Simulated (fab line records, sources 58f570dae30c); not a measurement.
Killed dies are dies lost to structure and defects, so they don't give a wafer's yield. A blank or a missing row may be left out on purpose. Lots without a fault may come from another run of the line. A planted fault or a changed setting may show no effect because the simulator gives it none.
Which tool did it? | flow berkeley_cmos170 | 15 lots, 45 wafers sampled, at 6 steps of a route of 331

WHAT THE GAUGES READ, wafer by wafer
UCB170_GATE_THK_MEAS_05.
lot  | measured     | on            | GATE_POLY_THK (nm)
L253 | day 5 04:00  | film_metro-04 | 210.2 209.6 209.5
L254 | day 5 20:55  | film_metro-01 | 212.4 210.2 211.5
L255 | day 5 20:54  | film_metro-04 | 213.2 212.0 211.7
L256 | day 5 20:57  | film_metro-03 | 209.5 212.4 210.7
L259 | day 6 16:32  | film_metro-04 | 208.4 210.4 211.4
L260 | day 7 02:25  | film_metro-03 | 208.3 211.3 209.5
L261 | day 7 23:13  | film_metro-04 | 211.9 210.9 210.4
L262 | day 7 23:14  | film_metro-01 | 213.9 213.8 213.8
L264 | day 8 03:38  | film_metro-01 | 211.9 215.0 213.1
L266 | day 8 11:44  | film_metro-03 | 419.2 421.6 417.9
L269 | day 9 12:19  | film_metro-01 | 429.7 430.4 430.0
L271 | day 9 23:20  | film_metro-04 | 427.1 423.8 427.6
L273 | day 10 05:31 | film_metro-04 | 215.7 213.9 213.4
L275 | day 10 10:58 | film_metro-03 | 211.6 212.5 211.7
L276 | day 10 19:13 | film_metro-04 | 215.2 215.0 214.3

UCB170_NLDD_TW_MEAS_11.
lot  | measured     | on            | NLDD_TW
L253 | day 5 11:51  | film_metro-01 | 2163 2177 2174
L254 | day 6 05:52  | film_metro-02 | 2247 2230 2233
L255 | day 6 05:29  | film_metro-01 | 2193 2197 2189
L256 | day 6 18:07  | film_metro-02 | 2241 2229 2240
L259 | day 6 22:08  | film_metro-01 | 2179 2185 2196
L260 | day 7 07:07  | film_metro-03 | 2236 2233 2212
L261 | day 8 05:33  | film_metro-02 | 2217 2218 2229
L262 | day 8 05:14  | film_metro-02 | 2230 2220 2222
L264 | day 8 09:07  | film_metro-03 | 2217 2232 2235
L273 | day 10 11:08 | film_metro-01 | 2195 2185 2181
L275 | day 10 16:31 | film_metro-03 | 2240 2241 2246
L276 | day 11 00:11 | film_metro-01 | 2187 2185 2179

UCB170_NSD_CD_MEAS_06: target cd 1200 nm.
lot  | measured     | on        | cd_nm (nm)
L253 | day 5 22:36  | cd_sem-01 | 1201.6 1199.8 1200.8
L254 | day 6 12:37  | cd_sem-01 | 1199.2 1199.0 1200.0
L255 | day 6 12:28  | cd_sem-02 | 1202.8 1200.9 1201.9
L256 | day 7 03:38  | cd_sem-01 | 1200.7 1200.7 1200.3
L259 | day 7 04:03  | cd_sem-02 | 1199.6 1199.8 1200.3
L260 | day 7 15:14  | cd_sem-01 | 1201.4 1201.8 1201.7
L261 | day 8 13:14  | cd_sem-02 | 1199.9 1197.9 1198.8
L262 | day 8 13:01  | cd_sem-01 | 1200.9 1200.4 1200.6
L264 | day 8 17:19  | cd_sem-01 | 1200.1 1199.2 1199.7
L273 | day 10 20:19 | cd_sem-01 | 1200.7 1199.2 1201.0
L275 | day 11 05:24 | cd_sem-02 | 1200.2 1200.5 1200.0
L276 | day 11 09:07 | cd_sem-02 | 1199.3 1199.7 1199.5

WHICH TOOL RAN EACH LOT (tool, then ch and the chambers of the sampled wafers, then the start)
lot  | UCB170_GATE_CVD_04          | UCB170_GATE_ETCH_15              | UCB170_GATE_STRIP_16
L253 | lpcvd-02 ch 1, day 5 02:29  | rie_si-02 ch 0,1,2, day 5 05:56  | plasma_asher-01 ch 0,1, day 5 05:59
L254 | lpcvd-01 ch 1, day 5 19:30  | rie_si-02 ch 0,2,3, day 5 23:15  | plasma_asher-02 ch 0,1, day 5 23:17
L255 | lpcvd-01 ch 0, day 5 19:30  | rie_si-01 ch 1,3, day 5 23:03    | plasma_asher-01 ch 0,1, day 5 23:05
L256 | lpcvd-01 ch 0, day 5 19:30  | rie_si-01 ch 1,2,3, day 6 14:16  | plasma_asher-02 ch 0,1, day 6 14:20
L259 | lpcvd-01 ch 0, day 6 14:26  | rie_si-01 ch 1,2,3, day 6 18:00  | plasma_asher-01 ch 0,1, day 6 18:03
L260 | lpcvd-01 ch 1, day 7 00:59  | rie_si-01 ch 0,1,3, day 7 03:29  | plasma_asher-02 ch 0,1, day 7 03:35
L261 | lpcvd-01 ch 1, day 7 21:49  | rie_si-01 ch 0,2,3, day 8 01:25  | plasma_asher-03 ch 0,1, day 8 01:28
L262 | lpcvd-01 ch 0, day 7 21:49  | rie_si-02 ch 0,3, day 8 01:20    | plasma_asher-02 ch 0,1, day 8 01:25
L264 | lpcvd-02 ch 0, day 8 02:14  | rie_si-01 ch 1,2,3, day 8 05:00  | plasma_asher-03 ch 0,1, day 8 05:03
L266 | lpcvd-02 ch 0, day 8 08:43  | rie_si-02 ch 1,2,3, day 8 13:02  | plasma_asher-02 ch 0,1, day 8 13:07
L269 | lpcvd-02 ch 0, day 9 09:20  | rie_si-01 ch 0,1,2, day 9 13:51  | plasma_asher-01 ch 0,1, day 9 14:05
L271 | lpcvd-01 ch 0, day 9 20:22  | rie_si-02 ch 2,3, day 10 00:26   | plasma_asher-01 ch 0,1, day 10 00:29
L273 | lpcvd-01 ch 1, day 10 04:05 | rie_si-01 ch 1,3, day 10 06:44   | plasma_asher-03 ch 1, day 10 06:46
L275 | lpcvd-02 ch 0, day 10 09:34 | rie_si-01 ch 0,1,3, day 10 12:41 | plasma_asher-01 ch 0,1, day 10 12:44
L276 | lpcvd-02 ch 1, day 10 17:49 | rie_si-01 ch 0,1,3, day 10 20:19 | plasma_asher-01 ch 0,1, day 10 20:22
- UCB170_GATE_CVD_04: deposits poly-Si from SiH4, time 1440 s, target thk 214 nm.
- UCB170_GATE_ETCH_15: etches poly-Si in HBr/Cl2, stops on SiO2, time 56.3 s, target depth 278.2 nm.
- UCB170_GATE_STRIP_16: strips in O2.

WHAT THE TOOLS THEMSELVES READ (means of the sampled wafers that have a number; where no wafer has one, the mark that the record gives instead)
UCB170_GATE_CVD_04.
lot  | tool     | spike_tc_source_C (C)
L253 | lpcvd-02 | 628.3
L254 | lpcvd-01 | 631.6
L255 | lpcvd-01 | 626.9
L256 | lpcvd-01 | 627.7
L259 | lpcvd-01 | 627.8
L260 | lpcvd-01 | 631.2
L261 | lpcvd-01 | 630.8
L262 | lpcvd-01 | 627.8
L264 | lpcvd-02 | 623.6
L266 | lpcvd-02 | 623.5
L269 | lpcvd-02 | 623.6
L271 | lpcvd-01 | 627.2
L273 | lpcvd-01 | 631.2
L275 | lpcvd-02 | 623.5
L276 | lpcvd-02 | 627.0

UCB170_GATE_ETCH_15.
lot  | tool      | chamber_pressure_mTorr (mTorr) | drypump_motor_current_A (A) | oes_product_au (a.u.) | throttle_valve_pct (%)
L253 | rie_si-02 | 15.000                         | 5.02                        | 0.820                 | 26.4
L254 | rie_si-02 | 14.992                         | 5.08                        | 0.827                 | 26.6
L255 | rie_si-01 | 15.003                         | 5.33                        | 0.836                 | 26.2
L256 | rie_si-01 | 15.006                         | 5.13                        | 0.830                 | 26.4
L259 | rie_si-01 | 15.010                         | 5.15                        | 0.836                 | 26.4
L260 | rie_si-01 | 15.004                         | 5.23                        | 0.822                 | 26.4
L261 | rie_si-01 | 14.991                         | 5.07                        | 0.825                 | 26.6
L262 | rie_si-02 | 14.991                         | 5.24                        | 0.839                 | 26.6
L264 | rie_si-01 | 15.007                         | 5.14                        | 0.837                 | 26.4
L266 | rie_si-02 | 15.005                         | 5.25                        | 1.001                 | 26.5
L269 | rie_si-01 | 15.000                         | 5.28                        | 1.009                 | 26.5
L271 | rie_si-02 | 15.012                         | 5.12                        | 1.006                 | 26.9
L273 | rie_si-01 | 14.995                         | 5.11                        | 0.841                 | 26.4
L275 | rie_si-01 | 15.005                         | 5.22                        | 0.828                 | 26.4
L276 | rie_si-01 | 15.011                         | 5.23                        | 0.838                 | 26.4

UCB170_GATE_STRIP_16.
lot  | tool            | chamber_pressure_mTorr (mTorr) | drypump_motor_current_A (A) | o2_flow_sccm (sccm) | oes_product_au (a.u.)
L253 | plasma_asher-01 | 3499.0                         | 5.42                        | 399.6               | 0.730
L254 | plasma_asher-02 | 3498.7                         | 5.52                        | 401.2               | 0.727
L255 | plasma_asher-01 | 3499.2                         | 5.46                        | 399.8               | 0.726
L256 | plasma_asher-02 | 3501.0                         | 5.53                        | 400.8               | 0.723
L259 | plasma_asher-01 | 3499.8                         | 5.40                        | 400.7               | 0.725
L260 | plasma_asher-02 | 3501.2                         | 5.53                        | 399.4               | 0.725
L261 | plasma_asher-03 | 3499.3                         | 5.50                        | 400.0               | 0.724
L262 | plasma_asher-02 | 3499.2                         | 5.53                        | 400.0               | 0.722
L264 | plasma_asher-03 | 3503.6                         | 5.61                        | 399.7               | 0.725
L266 | plasma_asher-02 | 3499.2                         | 5.58                        | 399.5               | 0.728
L269 | plasma_asher-01 | 3501.5                         | 5.45                        | 400.9               | 0.726
L271 | plasma_asher-01 | 3502.4                         | 5.46                        | 400.9               | 0.726
L273 | plasma_asher-03 | 3501.2                         | 5.72                        | 399.1               | 0.723
L275 | plasma_asher-01 | 3497.7                         | 5.44                        | 400.1               | 0.724
L276 | plasma_asher-01 | 3499.6                         | 5.42                        | 398.9               | 0.718

THE ANSWER, worked out from the rows above alone
Rule: what is usual is taken from the lots themselves. Put in order of their means at a reading, lots are off if they are a third of the lots or fewer, leave a main group of 4 or more, and stand apart from it by a gap of 3 or more times the standard deviation of the main group's means; of several such gaps the widest counts. A main group whose means are all the same, to the digits that the tables above print for the reading, isn't used. A lot without any number at a reading at which 4 lots or more have one is off too. The other lots that the step has rows for count as sound. The gauges are gone through in route order, then the tools' own readings, and for those a lot's mean is taken as printed above. The first step at which some lot is off is used, and at that step the reading that is off furthest; a lot without a number counts as furthest.
Off: L266, L269, L271, at UCB170_GATE_THK_MEAS_05 (GATE_POLY_THK). The main group: mean 211.9 nm, standard deviation 1.7.
A tool fits if, at a process step before that reading, it ran every lot that is off, and no sound lot after the first of them. The gauges at UCB170_GATE_THK_MEAS_05 aren't tried: what is off there is off at UCB170_GATE_ETCH_15 too, on other tools, and a gauge's error can't cause that. None of those tried fits.

WHAT THE SIMULATOR HAD PUT IN
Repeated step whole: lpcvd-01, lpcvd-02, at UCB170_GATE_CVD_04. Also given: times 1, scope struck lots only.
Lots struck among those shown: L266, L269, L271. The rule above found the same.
